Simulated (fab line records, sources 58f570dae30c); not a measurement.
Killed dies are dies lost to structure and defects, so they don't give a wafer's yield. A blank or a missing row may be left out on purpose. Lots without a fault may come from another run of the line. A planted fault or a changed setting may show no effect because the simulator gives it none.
Which tool did it? | flow berkeley_cmos170 | 15 lots, 45 wafers sampled, at 1 step of a route of 331

WHAT THE GAUGES READ, wafer by wafer
The record holds no reading of a measuring or inspecting step that can be judged against a usual standard deviation.

WHICH TOOL RAN EACH LOT (tool, then ch and the chambers of the sampled wafers, then the start)
lot  | UCB170_SPACER_CVD_00
L835 | pecvd-01 ch 0,1,2, day 6 17:44
L839 | pecvd-01 ch 0,2, day 7 03:11
L836 | pecvd-03 ch 0,1,2, day 7 03:54
L838 | pecvd-01 ch 0,1, day 7 04:10
L837 | pecvd-03 ch 0,2, day 7 04:22
L841 | pecvd-01 ch 0,1, day 7 13:36
L840 | pecvd-03 ch 0,1,2, day 7 14:13
L844 | pecvd-03 ch 0,1,2, day 8 03:04
L845 | pecvd-02 ch 0,2, day 8 03:25
L842 | pecvd-01 ch 1,2, day 8 03:35
L843 | pecvd-03 ch 0,2, day 8 03:47
L851 | pecvd-01 ch 0,1,2, day 9 16:38
L852 | pecvd-03 ch 1,2, day 9 17:01
L853 | pecvd-03 ch 0,2, day 10 07:12
L858 | pecvd-02 ch 1,2, day 11 07:29
- UCB170_SPACER_CVD_00: deposits SiO2 from TEOS/O2, target thk 376 nm, time 48.07 s.

WHAT THE TOOLS THEMSELVES READ (means of the sampled wafers that have a number; where no wafer has one, the mark that the record gives instead)
UCB170_SPACER_CVD_00.
lot  | tool     | heater_power_w (W) | pressure_mtorr (mTorr)
L835 | pecvd-01 | 273                | 9009
L839 | pecvd-01 | 305                | 9004
L836 | pecvd-03 | 262                | 8985
L838 | pecvd-01 | 262                | 9021
L837 | pecvd-03 | 328                | 8999
L841 | pecvd-01 | 270                | 9009
L840 | pecvd-03 | 276                | 8992
L844 | pecvd-03 | 231                | 8976
L845 | pecvd-02 | 272                | 8993
L842 | pecvd-01 | 242                | 9001
L843 | pecvd-03 | 288                | 8999
L851 | pecvd-01 | -                  | -
L852 | pecvd-03 | -                  | -
L853 | pecvd-03 | -                  | -
L858 | pecvd-02 | 237                | 9000

THE ANSWER, worked out from the rows above alone
Rule: what is usual is taken from the lots themselves. Put in order of their means at a reading, lots are off if they are a third of the lots or fewer, leave a main group of 4 or more, and stand apart from it by a gap of 3 or more times the standard deviation of the main group's means; of several such gaps the widest counts. A main group whose means are all the same, to the digits that the tables above print for the reading, isn't used. A lot without any number at a reading at which 4 lots or more have one is off too. The other lots that the step has rows for count as sound. The gauges are gone through in route order, then the tools' own readings, and for those a lot's mean is taken as printed above. The first step at which some lot is off is used, and at that step the reading that is off furthest; a lot without a number counts as furthest.
Off: L851, L852, L853, at UCB170_SPACER_CVD_00 (heater_power_w). Without a number there: L851, L852, L853. The main group: mean 270 W, standard deviation 27.
A tool fits if, at that step or a process step before it, it ran every lot that is off, and no sound lot after the first of them. None of those tried fits.

WHAT THE SIMULATOR HAD PUT IN
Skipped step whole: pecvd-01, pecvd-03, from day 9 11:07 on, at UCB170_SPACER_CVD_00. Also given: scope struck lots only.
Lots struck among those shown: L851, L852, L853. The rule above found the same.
